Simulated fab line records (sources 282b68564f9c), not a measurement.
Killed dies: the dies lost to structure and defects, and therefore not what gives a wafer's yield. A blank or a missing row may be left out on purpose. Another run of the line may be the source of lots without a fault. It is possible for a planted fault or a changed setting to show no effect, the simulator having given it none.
fab line records | flow rit-cmos
[record] lots = 7 wafers = 21 last-day = 8
route steps=202 shown NSD@138 PSD@142 SDANNEAL@153 M1@202
lots untouched by any fault: they come from a run of this same line in which no faults occurred
start-h: the number of hours between the record's first day and the start of the first shown wafer of the lot | wait-h: hours elapsed since this lot's preceding step | " unchanged from the row above | L1.1+2: a single row standing in for several wafers | - value missing, or start not given | * or withheld: withheld | < > ~ a bound
route shown NAME@n: NAME is a module with steps in the file, n the number in the route of the first one | usual: mean/standard deviation taken from wafers without a fault | same: alike in all rows | chamber/n: place in a boat | sites: each site's reading | _std_site: standard deviation of those values | _edge_site: inner sites' mean taken away from outer sites' mean | radius-mm: for every site, how far away it sits from the centre of the wafer | mask NAME#n: copy n | behind: the last tool/chamber to shape the wafer | hold: reason for holding the lot/hours on hold/outcome of the hold | device: the n, p or np transistor that did not switch | end of line: the same wafers' tests at the end of the route | a step without rows: its recipe alone | killed: count of dies lost to structure and defects at first sort (not the wafer's yield) | map: per-die view of a wafer (x killed, . not killed, _ where there is no die)
set.NAME: the setting as run; set.NAME@STEP: as run at that earlier step | model.NAME: the simulator's own value behind a step, which no gauge read
certain route steps with their lots: each step a table, each wafer a row
services: a tool's chamber out of use, with start hour (start-h, from the record's first day; less than 0 if before it), hours out, and reason
[[steps]]
[step RIT_NSD_HARDBAKE_07]
[recipe] resist = NOVOLAK temp-c = 140 time-s = 60
[step RIT_NSD_IMPLANT_08]
[recipe] species = P energy-kev = 25 dose-cm2 = 1.013e+15 tilt-deg = 7
[step RIT_NSD_STRIP_09]
[recipe] chemistry = O2 time-s = 180 resist = NOVOLAK platen-temp-c = withheld power-w = 500 pressure-mtorr = 4000 o2-flow-sccm = 4000
[usual] drypump-motor-current-A = 5.8/0.34
// columns lot.wafer tool chamber start-h wait-h drypump-motor-current-A rf-hours-counter-h
L984.2 plasma-asher-02 0 51.02 0.1 6.1 27
L984.5 " 1 " " 5.6 -
L984.6 " 0 " " 6.2 -
L991.1 plasma-asher-02 1 83.73 0.1 5.7 31
L991.3 " 1 " " 5.7 -
L991.5 " 0 " " 6.3 -
L992.1 plasma-asher-02 1 91.46 0.1 5.7 31
L992.4 " 0 " " 6.2 -
L992.5 " 0 " " 6.2 -
L994.2 plasma-asher-02 1 99.68 0.1 5.7 32
L994.3 " 1 " " 5.7 -
L994.6 " 1 " " 5.7 -
L104.1 plasma-asher-03 0 157.16 0.1 5.3 53
L104.2 " 1 " " 5.6 53
L104.6 " 0 " " 5.3 -
L105.1 plasma-asher-03 0 158.78 0.1 5.3 53
L105.5 " 1 " " 5.6 -
L105.6 " 0 " " 5.3 -
L107.2 plasma-asher-02 1 179.00 0.1 5.6 40
L107.3 " 0 " " 6.3 -
L107.5 " 1 " " 5.6 -
[step RIT_NSD_TW_MEAS_10]
[usual] NSD_TW = 3139/26
// columns lot.wafer tool chamber start-h wait-h NSD_TW
L984.2 film-metro-04 - 51.20 0.1 3141
L984.5 " - " " 3141
L984.6 " - " " 3138
L991.1 film-metro-01 - 83.91 0.1 3116
L991.3 " - " " 3109
L991.5 " - " " 3109
L992.1 film-metro-04 - 91.63 0.1 3121
L992.4 " - " " 3116
L992.5 " - " " 3121
L994.2 film-metro-04 - 99.86 0.1 3132
L994.3 " - " " 3123
L994.6 " - " " 3127
L104.1 film-metro-02 - 157.34 0.1 3195
L104.2 " - " " 3183
L104.6 " - " " 3184
L105.1 film-metro-02 - 158.95 0.1 3182
L105.5 " - " " 3190
L105.6 " - " " 3196
L107.2 film-metro-01 - 179.18 0.1 3108
L107.3 " - " " 3109
L107.5 " - " " 3094
[step RIT_PSD_HMDS_00]
[recipe] prime-time-s = 60 prime-temp-c = 140
[step RIT_PSD_COAT_01]
[recipe] resist = NOVOLAK spin-rpm = 3250 resist-thk-nm = 1000
[step RIT_PSD_SOFTBAKE_02]
[recipe] resist = NOVOLAK temp-c = 90 time-s = 60
[step RIT_PSD_EXPOSE_03]
[recipe] mask-id = M10 na = 0.57 target-cd-nm = 40900 dose-mj = 250
[step RIT_PSD_PEB_04]
[recipe] resist = NOVOLAK temp-c = withheld time-s = withheld
[step RIT_PSD_DEVELOP_05]
[recipe] resist = NOVOLAK develop-time-s = 50 dev-temp-c = 23
[step RIT_PSD_OVL_MEAS_06]
[usual] PSD_OVL = 0.2/1.5
// columns lot.wafer tool chamber start-h wait-h PSD_OVL[nm]
L984.2 overlay-02 - 52.11 - 1.4
L984.5 " - " " 0.3
L984.6 " - " " 2.2
L991.1 overlay-02 - 85.05 - 0.3
L991.3 " - " " -0.7
L991.5 " - " " -1.2
L992.1 overlay-02 - 92.67 - 1.3
L992.4 " - " " 0.3
L992.5 " - " " 0.0
L994.2 overlay-01 - 100.78 - 0.6
L994.3 " - " " 1.0
L994.6 " - " " 1.7
L104.1 overlay-02 - 158.37 - 1.3
L104.2 " - " " 3.0
L104.6 " - " " 0.8
L105.1 overlay-02 - 159.86 - 1.6
L105.5 " - " " 2.9
L105.6 " - " " 2.2
L107.2 overlay-01 - 180.21 - -1.3
L107.3 " - " " -1.1
L107.5 " - " " -1.0
[step RIT_PSD_HARDBAKE_07]
[recipe] resist = NOVOLAK temp-c = 140 time-s = 60
[step RIT_PSD_IMPLANT_08]
[recipe] species = BF2 energy-kev = 27 dose-cm2 = 5e+15 tilt-deg = 6.82
[usual] beam-energy-keV = 27.000/0.0074 faraday-current-uA = 13695/1500
// columns lot.wafer tool chamber start-h wait-h beam-energy-keV faraday-current-uA model.implant.rp-nm model.implant.drp-nm
L984.2 implanter-01 0 52.31 0.1 27.002 14177 22.04 12.05
L984.5 " 0 " " 27.002 13433 22.04 12.05
L984.6 " 0 " " 26.980 13429 22.04 12.05
L991.1 implanter-02 0 85.46 0.2 18.893 11690 16.07 9.371
L991.3 " 0 " " 18.893 11393 16.07 9.371
L991.5 " 0 " " 18.893 11456 16.07 9.371
L992.1 implanter-02 0 92.86 0.1 18.899 11255 16.25 9.371
L992.4 " 0 " " 18.904 11580 16.25 9.371
L992.5 " 0 " " 18.902 11381 16.25 9.371
L994.2 implanter-02 0 100.98 0.1 18.891 11177 16.45 9.371
L994.3 " 0 " " 18.907 11381 16.45 9.371
L994.6 " 0 " " 18.910 11078 16.45 9.371
L104.1 implanter-01 0 158.56 0.1 27.005 13409 21.83 12.05
L104.2 " 0 " " 26.985 13619 21.83 12.05
L104.6 " 0 " " 26.999 13615 21.83 12.05
L105.1 implanter-01 0 160.05 0.1 27.006 13738 20.93 12.05
L105.5 " 0 " " 27.002 13684 20.93 12.05
L105.6 " 0 " " 27.015 13723 20.93 12.05
L107.2 implanter-01 0 180.42 0.1 26.998 13541 22.44 12.05
L107.3 " 0 " " 27.007 13569 22.44 12.05
L107.5 " 0 " " 26.991 13533 22.44 12.05
[step RIT_PSD_STRIP_09]
[recipe] chemistry = O2 time-s = 180 resist = NOVOLAK platen-temp-c = withheld power-w = 500 pressure-mtorr = 4000 o2-flow-sccm = 4000
[usual] drypump-motor-current-A = 5.7/0.5
// columns lot.wafer tool chamber start-h wait-h drypump-motor-current-A rf-hours-counter-h
L984.2 plasma-asher-01 0 52.44 0.1 6.6 40
L984.5 " 0 " " 6.6 -
L984.6 " 1 " " 5.0 -
L991.1 plasma-asher-01 0 85.61 0.1 6.6 42
L991.3 " 0 " " 6.6 -
L991.5 " 0 " " 6.6 -
L992.1 plasma-asher-02 0 93.01 0.1 6.3 31
L992.4 " 0 " " 6.2 -
L992.5 " 0 " " 6.2 -
L994.2 plasma-asher-03 1 101.11 0.1 5.6 47
L994.3 " 0 " " 5.3 -
L994.6 " 0 " " 5.3 -
L104.1 plasma-asher-02 0 158.71 0.1 6.3 38
L104.2 " 1 " " 5.7 38
L104.6 " 0 " " 6.3 -
L105.1 plasma-asher-03 0 160.20 0.1 5.3 53
L105.5 " 0 " " 5.3 -
L105.6 " 1 " " 5.6 -
L107.2 plasma-asher-01 0 180.54 0.1 6.6 5
L107.3 " 1 " " 5.0 -
L107.5 " 0 " " 6.6 -
[step RIT_PSD_TW_MEAS_10]
[usual] PSD_TW = 3434/23
// columns lot.wafer tool chamber start-h wait-h PSD_TW
L984.2 film-metro-02 - 52.62 0.1 3478
L984.5 " - " " 3457
L984.6 " - " " 3465
L991.1 film-metro-04 - 85.79 0.1 3122
L991.3 " - " " 3127
L991.5 " - " " 3124
L992.1 film-metro-04 - 93.18 0.1 3122
L992.4 " - " " 3123
L992.5 " - " " 3123
L994.2 film-metro-01 - 101.29 0.1 3115
L994.3 " - " " 3123
L994.6 " - " " 3122
L104.1 film-metro-01 - 158.89 0.1 3417
L104.2 " - " " 3435
L104.6 " - " " 3383
L105.1 film-metro-02 - 160.37 0.1 3448
L105.5 " - " " 3476
L105.6 " - " " 3458
L107.2 film-metro-01 - 180.73 0.1 3427
L107.3 " - " " 3397
L107.5 " - " " 3416
[step RIT_SDANNEAL_CLEAN_00]
[recipe] chemistry = SC1 mix = 3:3:50 time-s = 600 temp-c = 75
[step RIT_SDANNEAL_CLEAN_01]
[recipe] chemistry = dHF dilution = 50:1 time-s = 30
[step RIT_SDANNEAL_CLEAN_02]
[recipe] chemistry = SC2 mix = 3:3:50 time-s = 600 temp-c = 75 dry = n2-spin
[step RIT_SDANNEAL_RTA_03]
[recipe] temp-c = 1050 time-s = 5 idle-temp-c = 600 ramp-up-c-per-s = 342 ramp-down-c-per-s = 171 cool-to-c = 600 ambient = N2
[usual] wafer_temp_C_max = 1053.4/0.98
// columns lot.wafer tool chamber start-h wait-h wafer_temp_C_max
L984.2 rtp-anneal-02 0 53.07 0.0 1052.8
L984.5 " 0 " " 1052.9
L984.6 " 0 " " 1053.8
L991.1 rtp-anneal-01 0 86.21 0.0 1053.0
L991.3 " 0 " " 1056.9
L991.5 " 0 " " 1051.9
L992.1 rtp-anneal-02 0 93.61 0.0 1053.7
L992.4 " 0 " " 1052.4
L992.5 " 0 " " 1053.7
L994.2 rtp-anneal-02 0 101.72 0.0 1054.7
L994.3 " 0 " " 1054.0
L994.6 " 0 " " 1053.0
L104.1 rtp-anneal-02 0 159.31 0.0 1054.3
L104.2 " 0 " " 1053.5
L104.6 " 0 " " 1053.6
L105.1 rtp-anneal-01 0 160.80 0.0 1053.0
L105.5 " 0 " " 1052.8
L105.6 " 0 " " 1053.8
L107.2 rtp-anneal-01 0 181.16 0.0 1054.5
L107.3 " 0 " " 1053.6
L107.5 " 0 " " 1054.0
[step RIT_SDANNEAL_RS_MEAS_04]
[recipe] thk-meas-gauge = four-point-probe
[usual] PSD_RS = 115.93/0.26
// columns lot.wafer tool chamber start-h wait-h PSD_RS[ohm/sq]
L984.2 film-metro-04 - 53.14 0.1 115.93
L984.5 " - " " 115.77
L984.6 " - " " 115.89
L991.1 film-metro-04 - 86.27 0.0 137.70
L991.3 " - " " 137.61
L991.5 " - " " 137.41
L992.1 film-metro-04 - 93.67 0.0 138.10
L992.4 " - " " 138.18
L992.5 " - " " 138.07
L994.2 film-metro-02 - 101.79 0.1 138.21
L994.3 " - " " 138.36
L994.6 " - " " 138.29
L104.1 film-metro-04 - 159.37 0.0 116.18
L104.2 " - " " 115.85
L104.6 " - " " 116.07
L105.1 film-metro-01 - 160.86 0.0 116.41
L105.5 " - " " 116.16
L105.6 " - " " 116.37
L107.2 film-metro-04 - 181.22 0.1 116.00
L107.3 " - " " 115.81
L107.5 " - " " 115.92
[step RIT_SDANNEAL_RS_MEAS_05]
[recipe] thk-meas-gauge = four-point-probe
[usual] NSD_RS = 83.68/0.24
// columns lot.wafer tool chamber start-h wait-h NSD_RS[ohm/sq]
L984.2 film-metro-04 - 53.26 0.1 83.53
L984.5 " - " " 83.34
L984.6 " - " " 83.38
L991.1 film-metro-04 - 86.39 0.1 84.02
L991.3 " - " " 83.61
L991.5 " - " " 83.75
L992.1 film-metro-04 - 93.79 0.1 84.01
L992.4 " - " " 83.86
L992.5 " - " " 83.81
L994.2 film-metro-02 - 101.91 0.1 83.82
L994.3 " - " " 83.87
L994.6 " - " " 83.64
L104.1 film-metro-04 - 159.49 0.1 83.27
L104.2 " - " " 83.52
L104.6 " - " " 82.95
L105.1 film-metro-01 - 160.98 0.1 84.01
L105.5 " - " " 84.28
L105.6 " - " " 84.17
L107.2 film-metro-04 - 181.34 0.1 83.77
L107.3 " - " " 83.95
L107.5 " - " " 83.81
[step RIT_M1_PROBE_99]
[usual] killed-at-contacts = 0.1/0.24 killed-at-front-end = 6.7/2.9 killed-dies = 6.8/2.9 killed-open = 3.5/2 killed-short = 3.2/1.9
[same] gross-dies = 264 killed_at_M0_to_M3 = 0 killed_at_M4_up = 0 killed-at-back-side = 0 killed-at-other = 0
// columns lot.wafer tool chamber start-h wait-h killed-at-contacts killed-at-front-end killed-dies killed-open killed-short model.etest.contact-pplus.end-ohm-um model.etest.nwell-pinched.rs-ohm-sq model.etest.diode-pplus-nwell.bv-v model.etest.vpnp.gain model.etest.pmos_0p15.junction-log10-a-um model.etest.diode-pplus-nwell.cj-ff-um2 model.etest.diode-pplus-comb.cj-ff-um2 model.etest.pmos_0p15.bv-v
L984.2 prober-01 - 60.76 0.1 0 6 6 2 4 43.83 337 6.728 1.083 -13.69 1.68 1.986 5.762
L984.5 prober-01 - 60.91 0.2 0 7 7 2 5 43.25 335.5 6.633 1.073 -13.95 1.704 1.989 5.755
L984.6 prober-01 - 60.96 0.2 0 4 4 3 1 43.14 341.6 6.739 1.096 -13.73 1.664 1.975 5.761
L991.1 prober-02 - 93.83 0.1 0 10 10 5 5 61.2 324.9 6.037 0.8105 -13.72 1.968 2.233 5.51
L991.3 prober-02 - 93.93 0.2 0 6 6 4 2 60.31 328.6 6.07 0.8079 -13.6 1.953 2.22 5.528
L991.5 prober-02 - 94.03 0.2 0 6 6 4 2 61.04 329 6.04 0.8083 -13.58 1.944 2.22 5.488
L992.1 prober-02 - 101.37 0.1 0 2 2 1 1 62.61 333.5 6.198 0.8176 -13.57 1.895 2.174 5.578
L992.4 prober-02 - 101.52 0.2 0 5 5 3 2 61.27 327.6 6.128 0.8015 -13.56 1.899 2.192 5.502
L992.5 prober-02 - 101.57 0.2 0 5 5 2 3 59.69 331.5 6.135 0.8163 -13.77 1.893 2.182 5.519
L994.2 prober-01 - 109.17 0.1 0 7 7 3 4 59.77 333.2 6.309 0.8285 -13.57 1.88 2.162 5.541
L994.3 prober-01 - 109.22 0.2 0 5 5 4 1 59.63 332.7 6.226 0.8415 -13.73 1.865 2.161 5.495
L994.6 prober-01 - 109.37 0.2 0 3 3 2 1 60.26 335.8 6.279 0.838 -13.64 1.867 2.164 5.556
L104.1 prober-01 - 166.78 0.1 1 7 8 4 4 41.82 341.2 6.73 1.084 -13.75 1.67 1.99 5.706
L104.2 prober-01 - 166.83 0.1 0 2 2 2 0 43.23 335.3 6.624 1.057 -13.76 1.697 1.998 5.675
L104.6 prober-01 - 167.03 0.2 0 5 5 5 0 43.43 336.1 6.669 1.053 -13.84 1.693 1.992 5.651
L105.1 prober-02 - 168.28 0.1 0 10 10 4 6 45.31 333 6.452 1.001 -13.69 1.771 2.053 5.596
L105.5 prober-02 - 168.48 0.2 0 11 11 4 7 46.07 335.4 6.461 0.9881 -13.83 1.76 2.051 5.649
L105.6 prober-02 - 168.53 0.2 0 2 2 0 1 47.25 335.4 6.486 1 -13.79 1.753 2.06 5.606
L107.2 prober-02 - 188.74 0.1 0 4 4 3 1 42.37 342.6 6.776 1.124 -13.77 1.646 1.964 5.596
L107.3 prober-02 - 188.79 0.2 0 7 7 4 3 41.86 336.6 6.687 1.093 -13.9 1.67 1.961 5.581
L107.5 prober-02 - 188.89 0.2 0 6 6 5 1 42.22 337.6 6.711 1.098 -13.8 1.656 1.961 5.583
// killed by level:class
L984.2 FOX1:geometric-particle:open=2 SILICIDE:geometric-particle:short=2 FOX2:geometric-particle:short=1 SPACER:geometric-particle:short=1
L984.5 GATE:geometric-particle:short=3 GATE:geometric-particle:open=2 FOX1:geometric-particle:short=1 REOX:geometric-particle:short=1
L984.6 SPACER:geometric-particle:open=2 FOX2:geometric-particle:short=1 SILICIDE:geometric-particle:open=1
L991.1 GATE:geometric-particle:short=3 GATE:geometric-particle:open=2 REOX:geometric-particle:open=2 FOX2:geometric-particle:short=1 SPACER:geometric-particle:open=1 SPACER:geometric-particle:short=1
L991.3 FOX1:geometric-particle:short=1 FOX2:geometric-particle:open=1 GATE:geometric-particle:open=1 SPACER:geometric-particle:short=1 SPACER:geometric-particle:open=1 SILICIDE:geometric-particle:open=1
L991.5 GATE:geometric-particle:open=2 FOX1:geometric-particle:short=1 FOX2:geometric-particle:short=1 FOX2:geometric-particle:open=1 SILICIDE:geometric-particle:open=1
L992.1 FOX2:geometric-particle:short=1 SPACER:geometric-particle:open=1
L992.4 SPACER:geometric-particle:open=2 FOX1:geometric-particle:short=1 FOX2:geometric-particle:open=1 REOX:geometric-particle:short=1
L992.5 SPACER:geometric-particle:short=2 GATE:geometric-particle:open=1 REOX:geometric-particle:short=1 SILICIDE:geometric-particle:open=1
L994.2 GATE:geometric-particle:short=3 FOX1:geometric-particle:short=1 FOX1:geometric-particle:open=1 GATE:geometric-particle:open=1 SILICIDE:geometric-particle:open=1
L994.3 SILICIDE:geometric-particle:open=2 FOX2:geometric-particle:open=1 GATE:geometric-particle:open=1 GATE:geometric-particle:short=1
L994.6 GATE:geometric-particle:open=2 SILICIDE:geometric-particle:short=1
L104.1 GATE:geometric-particle:open=2 FOX1:geometric-particle:short=1 FOX2:geometric-particle:short=1 REOX:geometric-particle:short=1 SPACER:geometric-particle:open=1 SPACER:geometric-particle:short=1 CONTACT:geometric-particle:open=1
L104.2 FOX2:geometric-particle:open=1 SPACER:geometric-particle:open=1
L104.6 SPACER:geometric-particle:open=3 GATE:geometric-particle:open=1 SILICIDE:geometric-particle:open=1
L105.1 SPACER:geometric-particle:short=2 FOX1:geometric-particle:short=1 FOX1:geometric-particle:open=1 SILICIDE:geometric-particle:short=1 FOX2:geometric-particle:short=1 GATE:geometric-particle:short=1 GATE:geometric-particle:open=1 REOX:geometric-particle:open=1
L105.5 SILICIDE:geometric-particle:short=3 FOX1:geometric-particle:short=2 SILICIDE:geometric-particle:open=2 GATE:geometric-particle:short=1 GATE:geometric-particle:open=1 REOX:geometric-particle:short=1 REOX:geometric-particle:open=1
L105.6 GATE:geometric-particle:short=1 PWELL:coat-microbubble-printed=1
L107.2 SPACER:geometric-particle:open=2 FOX1:geometric-particle:open=1 REOX:geometric-particle:short=1
L107.3 SILICIDE:geometric-particle:open=2 FOX1:geometric-particle:open=1 FOX1:geometric-particle:short=1 FOX2:geometric-particle:short=1 GATE:geometric-particle:short=1 GATE:geometric-particle:open=1
L107.5 GATE:geometric-particle:open=3 FOX1:geometric-particle:open=1 FOX2:geometric-particle:open=1 SILICIDE:geometric-particle:short=1
[[services]]
// columns tool chamber start-h hours kind
plasma-asher-02 - 32.06 0.5 repair
implanter-02 - 37.05 4.4 pm
plasma-asher-01 - 65.01 13.4 repair
implanter-01 - 68.75 28.6 repair
plasma-asher-01 - 108.75 9.0 pm
plasma-asher-01 0 108.75 9.0 vent-cycle
plasma-asher-01 1 108.75 9.0 vent-cycle
plasma-asher-01 0 117.75 - clean
plasma-asher-01 1 117.75 - clean
plasma-asher-01 - 119.94 4.3 repair
implanter-02 - 134.82 3.3 repair
implanter-02 - 166.18 4.7 pm
implanter-02 - 180.13 3.9 pm
[[key]]
[first-sign] step = RIT_PSD_IMPLANT_08 reading = beam-energy-keV direction = down sigmas = 99+ usual = 27.000 struck = 18.899
[effect] step = RIT_PSD_TW_MEAS_10 reading = PSD_TW direction = down sigmas = 13 usual = 3434 struck = 3122
[effect] step = RIT_SDANNEAL_RS_MEAS_04 reading = PSD_RS direction = up sigmas = 85 usual = 115.93 struck = 137.99
[model-effect] step = RIT_PSD_IMPLANT_08 value = implant.rp-nm without = 21.57 struck = 16.26
[model-effect] step = RIT_M1_PROBE_99 value = etest.contact-pplus.end-ohm-um without = 43.79 struck = 60.64
met-at RIT_PSD_IMPLANT_08
struck-wafers L991.1,L991.3,L991.5,L992.1,L992.4,L992.5,L994.2,L994.3,L994.6
tester-left-out L991,L992,L994
[fault] kind = process-parameter-drift tool = implanter-02 chamber = - onset-h = 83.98 steps = RIT_PSD_IMPLANT_08 channel = energy-kev offset = -8.1 shape = step end-h = 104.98 acts-in = these-recipes-only stated = 27
// tester-left-out: of these lots the tester's yield and bins aren't shown, on N5 and GAA mostly nor the transistor test; their killed dies are dies lost to structure and defects alone, not to doping, threshold or leakage, so they don't give the yield
